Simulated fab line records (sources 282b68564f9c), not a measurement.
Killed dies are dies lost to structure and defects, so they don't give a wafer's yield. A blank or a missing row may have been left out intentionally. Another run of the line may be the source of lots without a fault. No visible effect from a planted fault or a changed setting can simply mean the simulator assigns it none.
Struck lot and sound lot, side by side	flow rit-cmos	27 out of 202 route steps
Sound: these wafers, L947.2, L947.3, L947.5. Struck: wafer L955.3 (L955.1, L955.5, from the same lot, were not struck and are left out); the cause is given at the end.
For every step that has rows: the tool of each side, followed by ch and its chambers, followed by its first start. Under that, the readings that differ: sound wafers	struck wafers	difference of the means	sigmas: that difference in standard deviations of wafers without a fault.
alike: words and numbers the same on both sides, and readings whose means are apart by under 2 such deviations; not compared: readings that were withheld, readings missing a value for some wafer, numbers with overlapping values and no deviation given by the record, and bounds like >300 which may hide the same value.
Wherever a step has rows on one side only, a row that says differs or no value, or a row with sigmas, the two part there. Numbers that have no deviation but don't overlap get no sigmas and don't part them. Lack of a reading on every wafer of one side parts them only where that side has two or more wafers.

first, 4 steps without rows for these wafers: RIT_CONTACT_SOFTBAKE_04 (time 60 s); RIT_CONTACT_EXPOSE_05 (exposes mask M11, target cd 1000 nm); RIT_CONTACT_PEB_06; RIT_CONTACT_DEVELOP_07 (develop time 120 s).
RIT_CONTACT_CD_MEAS_08 targets a cd of 1000 nm.
  sound on cd-sem-02 at day 4 00:01; struck on cd-sem-02 at day 5 15:28
  alike: cd-nm
RIT_CONTACT_OVL_MEAS_09:
  sound on overlay-02 at day 4 00:08; struck on overlay-01 at day 5 15:35
  alike: CONTACT_OVL
then, 1 step without rows for these wafers: RIT_CONTACT_HARDBAKE_10 (time 60 s).
RIT_CONTACT_ETCH_11: etches SiO2 in CHF3/CF4/Ar, stops on TiSi2, target depth 480 nm, time 320 s.
  sound on rie-diel-03 ch 1,3, day 4 00:19; struck on rie-diel-01 ch 0, day 5 15:46
reading	sound	struck	difference	sigmas
throttle-valve-pct (%)	9.01 8.79 8.81	8.65	-0.22	-2
  alike: chamber-pressure-mTorr, drypump-motor-current-A, oes-product-au
  not compared: rf-hours-counter-h
RIT_CONTACT_STRIP_12: strips in O2, time 180 s.
  sound on plasma-asher-04 ch 0,1, day 4 00:30; struck on plasma-asher-01 ch 1, day 5 15:58
  alike: chamber-pressure-mTorr, drypump-motor-current-A
  not compared: rf-hours-counter-h
RIT_CONTACT_CD_MEAS_90 targets a cd of 1000 nm.
  sound on cd-sem-02 at day 4 00:42; struck on cd-sem-01 at day 5 16:08
  alike: cd-nm
then, 2 steps without rows for these wafers: RIT_CONTACT_CLEAN_13 (cleans in SC1, time 600 s); RIT_CONTACT_CLEAN_14 (cleans in SC2, time 600 s).
RIT_M1_SPUTTER_00: material Al, target thk 400 nm, time 500 s.
  sound on pvd-sputter-01 at day 4 01:10; struck on pvd-sputter-04 at day 5 16:36
reading	sound	struck	difference	sigmas
model.Al_of_M1_SPUTTER_00.thk-nm (nm)	402.3 396.6 403.9	606.6	+205.7	
  alike: throttle-valve-pct
RIT_M1_RS_MEAS_01: a four-point-probe measurement.
  sound on film-metro-01 at day 4 01:31; struck on film-metro-01 at day 5 16:54
reading	sound	struck	difference	sigmas
M1_AL_RS (ohm/sq)	0.0730 0.0742 0.0729	0.0481	-0.0253	-36
RIT_M1_THK_MEAS_02: measures by xrf.
  sound on film-metro-01 at day 4 01:38; struck on film-metro-01 at day 5 17:01
reading	sound	struck	difference	sigmas
M1_AL_THK (nm)	406 400 405	609	+205	+53
then, 6 steps without rows for these wafers: RIT_M1_HMDS_03 (prime time 60 s); RIT_M1_COAT_04 (resist thk 1300 nm); RIT_M1_SOFTBAKE_05 (time 60 s); RIT_M1_EXPOSE_06 (exposes mask M12, target cd 2600 nm); RIT_M1_PEB_07; RIT_M1_DEVELOP_08 (develop time 68 s).
RIT_M1_CD_MEAS_09 targets a cd of 2600 nm.
  sound on cd-sem-01 at day 4 02:35; struck on cd-sem-02 at day 5 17:58
  alike: cd-nm
RIT_M1_OVL_MEAS_10:
  sound on overlay-01 at day 4 02:41; struck on overlay-02 at day 5 18:05
  alike: M1_OVL
then, 1 step without rows for these wafers: RIT_M1_HARDBAKE_11 (time 120 s).
RIT_M1_METAL_ETCH_12: etches Al in Cl2/BCl3, stops on SiO2, time 165 s, target depth 600 nm.
  sound on rie-metal-04 ch 0,1, day 4 02:58; struck on rie-metal-02 ch 1, day 5 18:22
reading	sound	struck	difference	sigmas
oes-product-au (a.u.)	0.785 0.773 0.774	0.988	+0.211	+28
  alike: chamber-pressure-mTorr, drypump-motor-current-A, throttle-valve-pct
  not compared: rf-hours-counter-h
then, 1 step without rows for these wafers: RIT_M1_STRIP_13 (strips in nmp, time 600 s).
RIT_M1_PROBE_99:
  sound on prober-02 at day 4 05:17; struck on prober-02 at day 5 20:43
reading	sound	struck	difference	sigmas
defect-limited-yield (%)	98.9 96.6 97.3	29.9	-67.7	-52
killed_at_M0_to_M3	0 0 0	177	+177	+99 or more
killed-at-contacts	2 0 1	0	-1	-3
killed-dies	3 9 7	185	+179	+53
killed-on-rim	1 4 3	66	+63	+42
model.etest.tester.sort-n-pass	261 255 257	0	-258	
model.etest.tester.sort-yield-pct (%)	98.86 96.59 97.35	0	-98	
model.etest.tester.sort_bin_5_pct (%)	0.3788 0.7576 1.515	68.18	+67.30	
model.etest.tester.sort_bin_3_pct (%)	0 0 0	30.68	+30.68	
model.etest.npoly-sal.short	0 0 0	1	+1	
model.etest.contact-diode-array.over-limit	0 0 0	1	+1	
model.etest.vpnp.short	0 0 0	1	+1	
model.etest.pldd.short	0 0 0	1	+1	
  alike: killed-at-front-end, killed-open, killed-short

## WHERE THEY PART
Last at RIT_M1_PROBE_99 as far as this record goes, first at RIT_CONTACT_ETCH_11.

WHY: whatever the simulator had introduced
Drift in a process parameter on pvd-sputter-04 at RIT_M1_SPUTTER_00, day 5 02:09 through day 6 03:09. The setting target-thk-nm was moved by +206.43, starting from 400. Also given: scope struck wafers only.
